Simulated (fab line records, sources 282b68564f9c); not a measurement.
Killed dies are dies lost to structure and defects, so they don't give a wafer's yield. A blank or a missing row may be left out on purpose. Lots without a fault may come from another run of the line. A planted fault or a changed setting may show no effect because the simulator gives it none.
Split-lot experiment | flow rit_cmos | 4 lots, 21 wafers read, on a route of 202 steps

THE SPLIT
At RIT_SPACER_CVD_03 (deposits Si3N4 from SiH2Cl2/NH3, target thk 250 nm, time 3300 s), the setting sih2cl2_flow_sccm was moved away from the recipe's 60 sccm on 18 of the 21 wafers read, by -10.2% to +10.4%. The other wafers ran this setting at the recipe's value.

The file shows no step between the split and the reading.

THE READING
SPACER_NITRIDE_THK, in nm, at RIT_SPACER_THK_MEAS_04. Fault-free wafers of this fab line usually give 249.1 nm, standard deviation 2.3 nm.

wafer  | tool, chamber at the split | sih2cl2_flow_sccm as run, sccm | against the recipe | SPACER_NITRIDE_THK, nm | against lot-mates on the recipe
L077.1 | -, -                       | 66.22                          | +10.4%             | 259.4                  | no lot-mate on the recipe
L077.2 | -, -                       | 66.22                          | +10.4%             | 259.1                  | no lot-mate on the recipe
L077.3 | -, -                       | 66.22                          | +10.4%             | 256.9                  | no lot-mate on the recipe
L077.4 | -, -                       | 66.22                          | +10.4%             | 259.3                  | no lot-mate on the recipe
L077.5 | -, -                       | 66.22                          | +10.4%             | 257.4                  | no lot-mate on the recipe
L077.6 | -, -                       | 66.22                          | +10.4%             | 259.8                  | no lot-mate on the recipe
L078.4 | lpcvd-01, 0                | 60                             | recipe             | 252.3                  | -
L078.5 | lpcvd-01, 0                | 60                             | recipe             | 251.9                  | -
L078.6 | lpcvd-01, 0                | 60                             | recipe             | 250.4                  | -
L079.1 | -, -                       | 56.21                          | -6.3%              | 245.7                  | no lot-mate on the recipe
L079.2 | -, -                       | 56.21                          | -6.3%              | 244.7                  | no lot-mate on the recipe
L079.3 | -, -                       | 56.21                          | -6.3%              | 245.3                  | no lot-mate on the recipe
L079.4 | -, -                       | 56.21                          | -6.3%              | 246.3                  | no lot-mate on the recipe
L079.5 | -, -                       | 56.21                          | -6.3%              | 245.5                  | no lot-mate on the recipe
L079.6 | -, -                       | 56.21                          | -6.3%              | 245.8                  | no lot-mate on the recipe
L085.1 | -, -                       | 53.89                          | -10.2%             | 241.1                  | no lot-mate on the recipe
L085.2 | -, -                       | 53.89                          | -10.2%             | 240.3                  | no lot-mate on the recipe
L085.3 | -, -                       | 53.89                          | -10.2%             | 239.6                  | no lot-mate on the recipe
L085.4 | -, -                       | 53.89                          | -10.2%             | 241.2                  | no lot-mate on the recipe
L085.5 | -, -                       | 53.89                          | -10.2%             | 241.4                  | no lot-mate on the recipe
L085.6 | -, -                       | 53.89                          | -10.2%             | 240.5                  | no lot-mate on the recipe

THE FIT
A straight line over all 21 wafers: SPACER_NITRIDE_THK changes by +0.853 nm for each +1% of sih2cl2_flow_sccm; r = +0.99; the points scatter about the line by 1.2 nm.
Too few moved wafers have a lot-mate on the recipe to fit a line with each lot's own level taken away.

THE WHOLE CHAIN: every reading that the file lists as answering this split, in the file's order
step                   | what it does                                                             | reading                                                                        | change (the file's fit)               | r (the file's)
RIT_SPACER_CVD_03      | deposits Si3N4 from SiH2Cl2/NH3, target thk 250 nm, time 3300 s          | Si3N4_of_SPACER_CVD_03.thk_nm (the simulator's own value, which no gauge read) | +0.858 nm for each +1% of the setting | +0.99
RIT_SPACER_THK_MEAS_04 |                                                                          | SPACER_NITRIDE_THK                                                             | +0.855 for each +1% of the setting    | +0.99
RIT_SPACER_ETCHBACK_05 | etches Si3N4 in SF6/CHF3, stops on SiO2, target depth 250 nm, time 240 s | etch.depth_nm (the simulator's own value, which no gauge read)                 | +0.858 nm for each +1% of the setting | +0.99
RIT_SPACER_ETCHBACK_05 | etches Si3N4 in SF6/CHF3, stops on SiO2, target depth 250 nm, time 240 s | Si3N4_of_SPACER_CVD_03.thk_nm (the simulator's own value, which no gauge read) | +0.634 nm for each +1% of the setting | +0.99

THE FILE'S OWN FIT
SPACER_NITRIDE_THK changes by +0.855 nm for each +1% of sih2cl2_flow_sccm, r = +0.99.
